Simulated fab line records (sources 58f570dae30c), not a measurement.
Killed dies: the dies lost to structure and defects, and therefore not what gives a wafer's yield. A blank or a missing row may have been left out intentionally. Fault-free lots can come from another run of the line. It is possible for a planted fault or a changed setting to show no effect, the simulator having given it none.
What tool caused it? :: flow berkeley cmos170 :: 15 lots with 45 wafers sampled at 6 steps, on a route of 331 steps

== WHAT THE GAUGES SHOWED, per wafer ==
UCB170_SILICIDE_THK_MEAS_03: measures by xrf. Usual: for SILICIDE_TI_THK the level is 29.4 nm and the standard deviation is 0.35.
lot: L164
measured: day 7 19:44
on: film metro-03
SILICIDE_TI_THK (nm): 30.1 29.9 30.1
flag: 

lot: L165
measured: day 8 06:31
on: film metro-03
SILICIDE_TI_THK (nm): 29.2 28.9 29.4
flag: 

lot: L166
measured: day 8 06:31
on: film metro-01
SILICIDE_TI_THK (nm): 29.3 29.5 29.4
flag: 

lot: L168
measured: day 8 22:07
on: film metro-03
SILICIDE_TI_THK (nm): 29.7 29.1 29.8
flag: 

lot: L169
measured: day 8 22:24
on: film metro-03
SILICIDE_TI_THK (nm): 29.5 29.6 29.7
flag: 

lot: L171
measured: day 9 05:18
on: film metro-03
SILICIDE_TI_THK (nm): 29.4 28.8 29.6
flag: 

lot: L170
measured: day 9 05:31
on: film metro-01
SILICIDE_TI_THK (nm): 29.3 29.2 29.0
flag: 

lot: L174
measured: day 10 08:54
on: film metro-03
SILICIDE_TI_THK (nm): 28.9 29.2 29.3
flag: 

lot: L175
measured: day 10 09:08
on: film metro-01
SILICIDE_TI_THK (nm): 29.3 29.3 29.2
flag: 

lot: L173
measured: day 10 09:23
on: film metro-02
SILICIDE_TI_THK (nm): 29.7 29.4 29.2
flag: 

lot: L176
measured: day 10 18:14
on: film metro-02
SILICIDE_TI_THK (nm): 29.4 29.3 29.6
flag: 

lot: L179
measured: day 11 08:55
on: film metro-01
SILICIDE_TI_THK (nm): 29.3 29.8 29.5
flag: 

lot: L180
measured: day 11 09:05
on: film metro-03
SILICIDE_TI_THK (nm): 29.7 29.8 29.6
flag: 

lot: L181
measured: day 11 16:20
on: film metro-03
SILICIDE_TI_THK (nm): 29.1 29.7 29.7
flag: 

lot: L182
measured: day 11 17:05
on: film metro-02
SILICIDE_TI_THK (nm): 29.6 29.7 29.8
flag: 

UCB170_V1_BOW_MEAS_03. Usual: for V1_BOW the level is 19 um and the standard deviation is 6.5.
lot: L164
measured: day 8 06:13
on: film metro-02
V1_BOW (um): 14 15 10
flag: 

lot: L165
measured: day 8 16:29
on: film metro-03
V1_BOW (um): 15 19 16
flag: 

lot: L166
measured: day 8 15:07
on: film metro-03
V1_BOW (um): 24 10 21
flag: 

lot: L168
measured: day 9 06:22
on: film metro-04
V1_BOW (um): 26 26 17
flag: 

lot: L169
measured: day 9 07:43
on: film metro-04
V1_BOW (um): 21 5 24
flag: 

lot: L171
measured: day 9 13:20
on: film metro-04
V1_BOW (um): 10 21 24
flag: 

lot: L170
measured: day 9 14:41
on: film metro-03
V1_BOW (um): 25 12 20
flag: 

lot: L174
measured: day 10 17:59
on: film metro-04
V1_BOW (um): 15 24 13
flag: 

lot: L175
measured: day 10 20:37
on: film metro-04
V1_BOW (um): 20 18 24
flag: 

lot: L173
measured: day 10 19:18
on: film metro-03
V1_BOW (um): 15 13 18
flag: 

lot: L176
measured: day 11 05:32
on: film metro-03
V1_BOW (um): 6 30 15
flag: 

lot: L179
measured: day 11 19:26
on: film metro-03
V1_BOW (um): 8 7 22
flag: 

lot: L180
measured: day 11 20:46
on: film metro-02
V1_BOW (um): 10 15 23
flag: 

lot: L181
measured: day 12 01:24
on: film metro-02
V1_BOW (um): 11 16 27
flag: 

lot: L182
measured: day 12 04:06
on: film metro-03
V1_BOW (um): 27 21 14
flag: 

UCB170_M2_RS_MEAS_02: a four-point-probe measurement. Usual: for M2_AL_RS the level is 0.0322 ohm/sq and the standard deviation is 0.00035.
lot: L164
measured: day 8 08:08
on: film metro-02
M2_AL_RS (ohm/sq): 0.0324 0.0322 0.0322
flag: 

lot: L165
measured: day 8 18:49
on: film metro-01
M2_AL_RS (ohm/sq): 0.0322 0.0324 0.0325
flag: 

lot: L166
measured: day 8 17:08
on: film metro-01
M2_AL_RS (ohm/sq): 0.0315 0.0322 0.0320
flag: 

lot: L168
measured: day 9 10:04
on: film metro-02
M2_AL_RS (ohm/sq): 0.0327 0.0328 0.0327
flag: 

lot: L169
measured: day 9 10:11
on: film metro-03
M2_AL_RS (ohm/sq): 0.0321 0.0322 0.0326
flag: 

lot: L171
measured: day 9 18:50
on: film metro-03
M2_AL_RS (ohm/sq): 0.0324 0.0327 0.0327
flag: 

lot: L170
measured: day 9 19:10
on: film metro-01
M2_AL_RS (ohm/sq): 0.0319 0.0312 0.0315
flag: 

lot: L174
measured: day 10 19:53
on: film metro-03
M2_AL_RS (ohm/sq): 0.0320 0.0318 0.0317
flag: 

lot: L175
measured: day 10 22:38
on: film metro-02
M2_AL_RS (ohm/sq): 0.0323 0.0328 0.0322
flag: 

lot: L173
measured: day 10 21:15
on: film metro-01
M2_AL_RS (ohm/sq): 0.0324 0.0323 0.0321
flag: 

lot: L176
measured: day 11 08:25
on: film metro-03
M2_AL_RS (ohm/sq): 0.0324 0.0321 0.0323
flag: 

lot: L179
measured: day 11 21:46
on: film metro-01
M2_AL_RS (ohm/sq): 0.0322 0.0321 0.0321
flag: 

lot: L180
measured: day 11 22:53
on: film metro-02
M2_AL_RS (ohm/sq): 0.0353 0.0361 0.0358
flag: OFF

lot: L181
measured: day 12 03:23
on: film metro-03
M2_AL_RS (ohm/sq): 0.0353 0.0348 0.0351
flag: OFF

lot: L182
measured: day 12 08:56
on: film metro-03
M2_AL_RS (ohm/sq): 0.0353 0.0354 0.0352
flag: OFF

UCB170_M2_THK_MEAS_03: measures by xrf. Usual: for M2_AL_THK the level is 870 nm and the standard deviation is 9.8.
lot: L164
measured: day 8 08:14
on: film metro-02
M2_AL_THK (nm): 863 865 869
flag: 

lot: L165
measured: day 8 18:55
on: film metro-01
M2_AL_THK (nm): 865 861 854
flag: 

lot: L166
measured: day 8 17:16
on: film metro-01
M2_AL_THK (nm): 883 868 867
flag: 

lot: L168
measured: day 9 10:11
on: film metro-02
M2_AL_THK (nm): 857 851 855
flag: 

lot: L169
measured: day 9 10:18
on: film metro-03
M2_AL_THK (nm): 875 875 869
flag: 

lot: L171
measured: day 9 18:57
on: film metro-03
M2_AL_THK (nm): 873 865 861
flag: 

lot: L170
measured: day 9 19:17
on: film metro-01
M2_AL_THK (nm): 870 894 886
flag: 

lot: L174
measured: day 10 20:00
on: film metro-03
M2_AL_THK (nm): 878 880 886
flag: 

lot: L175
measured: day 10 22:46
on: film metro-02
M2_AL_THK (nm): 875 856 870
flag: 

lot: L173
measured: day 10 21:22
on: film metro-01
M2_AL_THK (nm): 860 862 867
flag: 

lot: L176
measured: day 11 08:32
on: film metro-03
M2_AL_THK (nm): 866 874 873
flag: 

lot: L179
measured: day 11 21:53
on: film metro-01
M2_AL_THK (nm): 868 873 871
flag: 

lot: L180
measured: day 11 23:00
on: film metro-02
M2_AL_THK (nm): 807 788 799
flag: OFF

lot: L181
measured: day 12 03:30
on: film metro-03
M2_AL_THK (nm): 808 818 814
flag: OFF

lot: L182
measured: day 12 09:02
on: film metro-03
M2_AL_THK (nm): 811 807 816
flag: OFF

UCB170_M2_OVL_MEAS_16. Usual: for M2_OVL the level is 2 nm and the standard deviation is 5.
lot: L164
measured: day 8 10:19
on: overlay-02
M2_OVL (nm): 8 -2 6
flag: 

lot: L165
measured: day 8 21:07
on: overlay-02
M2_OVL (nm): 4 10 -4
flag: 

lot: L166
measured: day 8 19:08
on: overlay-01
M2_OVL (nm): -1 3 -2
flag: 

lot: L168
measured: day 9 12:34
on: overlay-02
M2_OVL (nm): 5 17 5
flag: 

lot: L169
measured: day 9 12:47
on: overlay-01
M2_OVL (nm): 2 3 5
flag: 

lot: L171
measured: day 9 22:12
on: overlay-02
M2_OVL (nm): -3 1 2
flag: 

lot: L170
measured: day 10 00:50
on: overlay-01
M2_OVL (nm): 8 1 3
flag: 

lot: L174
measured: day 10 22:25
on: overlay-01
M2_OVL (nm): 4 4 -4
flag: 

lot: L175
measured: day 11 01:22
on: overlay-02
M2_OVL (nm): 6 8 6
flag: 

lot: L173
measured: day 11 00:17
on: overlay-01
M2_OVL (nm): 5 5 3
flag: 

lot: L176
measured: day 11 10:45
on: overlay-01
M2_OVL (nm): 3 2 4
flag: 

lot: L179
measured: day 11 23:55
on: overlay-01
M2_OVL (nm): -2 1 9
flag: 

lot: L180
measured: day 12 00:45
on: overlay-02
M2_OVL (nm): -12 -8 -3
flag: 

lot: L181
measured: day 12 08:52
on: overlay-01
M2_OVL (nm): 4 4 4
flag: 

lot: L182
measured: day 12 12:43
on: overlay-02
M2_OVL (nm): 2 1 6
flag: 

== WHAT TOOL EACH LOT RAN ON (gives the tool, then ch and the chambers of the sampled wafers, and finally the start) ==
lot: L164
UCB170_M2_SPUTTER_01: pvd sputter-03, day 8 08:01

lot: L165
UCB170_M2_SPUTTER_01: pvd sputter-04, day 8 18:41

lot: L166
UCB170_M2_SPUTTER_01: pvd sputter-03, day 8 17:04

lot: L168
UCB170_M2_SPUTTER_01: pvd sputter-04, day 9 09:59

lot: L169
UCB170_M2_SPUTTER_01: pvd sputter-03, day 9 10:06

lot: L171
UCB170_M2_SPUTTER_01: pvd sputter-04, day 9 18:45

lot: L170
UCB170_M2_SPUTTER_01: pvd sputter-03, day 9 19:05

lot: L174
UCB170_M2_SPUTTER_01: pvd sputter-04, day 10 19:47

lot: L175
UCB170_M2_SPUTTER_01: pvd sputter-03, day 10 22:34

lot: L173
UCB170_M2_SPUTTER_01: pvd sputter-02, day 10 21:09

lot: L176
UCB170_M2_SPUTTER_01: pvd sputter-04, day 11 08:20

lot: L179
UCB170_M2_SPUTTER_01: pvd sputter-04, day 11 21:40

lot: L180
UCB170_M2_SPUTTER_01: pvd sputter-03, day 11 22:48

lot: L181
UCB170_M2_SPUTTER_01: pvd sputter-03, day 12 03:17

lot: L182
UCB170_M2_SPUTTER_01: pvd sputter-03, day 12 08:49
- UCB170_M2_SPUTTER_01: material Al, target thk 900 nm, time 120 s.

== WHAT THE TOOLS THEMSELVES READ (means of the sampled wafers that have a number; where no wafer has one, the mark that the record gives instead) ==
UCB170_M2_SPUTTER_01. Usual: throttle valve pct at 30.0 %, with a standard deviation of 1.2.
lot: L164
tool: pvd sputter-03
throttle valve pct (%): 30.4
flag: 

lot: L165
tool: pvd sputter-04
throttle valve pct (%): 29.9
flag: 

lot: L166
tool: pvd sputter-03
throttle valve pct (%): 29.5
flag: 

lot: L168
tool: pvd sputter-04
throttle valve pct (%): 29.9
flag: 

lot: L169
tool: pvd sputter-03
throttle valve pct (%): 30.6
flag: 

lot: L171
tool: pvd sputter-04
throttle valve pct (%): 28.6
flag: 

lot: L170
tool: pvd sputter-03
throttle valve pct (%): 29.5
flag: 

lot: L174
tool: pvd sputter-04
throttle valve pct (%): 30.0
flag: 

lot: L175
tool: pvd sputter-03
throttle valve pct (%): 30.5
flag: 

lot: L173
tool: pvd sputter-02
throttle valve pct (%): 31.5
flag: 

lot: L176
tool: pvd sputter-04
throttle valve pct (%): 29.3
flag: 

lot: L179
tool: pvd sputter-04
throttle valve pct (%): 30.6
flag: 

lot: L180
tool: pvd sputter-03
throttle valve pct (%): 29.7
flag: 

lot: L181
tool: pvd sputter-03
throttle valve pct (%): 30.6
flag: 

lot: L182
tool: pvd sputter-03
throttle valve pct (%): 30.5
flag: 

== THE ANSWER, worked out from the rows above alone ==
Rule: take the mean of a lot's wafers that have a number; if it is more than 3 standard deviations from the usual mean, the lot is off. Also off: a lot with no number at a reading for which 4 or more lots have one. All remaining lots with rows at the step are treated as sound. After the gauges, taken in route order, come the tools' own readings; for these a lot's mean is taken, as printed above. The first step at which some lot is off is used, and at that step the reading that is off furthest; a lot without a number counts as furthest.
Off: L180, L181, L182, at UCB170_M2_RS_MEAS_02 (M2_AL_RS).
A tool fits if, at a process step before that reading, it ran every lot that is off, and no sound lot after the first of them. Gauges at UCB170_M2_RS_MEAS_02: tried the same way as those tools. One fits: pvd sputter-03 at UCB170_M2_SPUTTER_01. Its last sound lot is L175 (day 10 22:34), its first lot that is off L180 (day 11 22:48): a fault that began between those two fits.

== WHAT WAS PUT IN BY THE SIMULATOR ==
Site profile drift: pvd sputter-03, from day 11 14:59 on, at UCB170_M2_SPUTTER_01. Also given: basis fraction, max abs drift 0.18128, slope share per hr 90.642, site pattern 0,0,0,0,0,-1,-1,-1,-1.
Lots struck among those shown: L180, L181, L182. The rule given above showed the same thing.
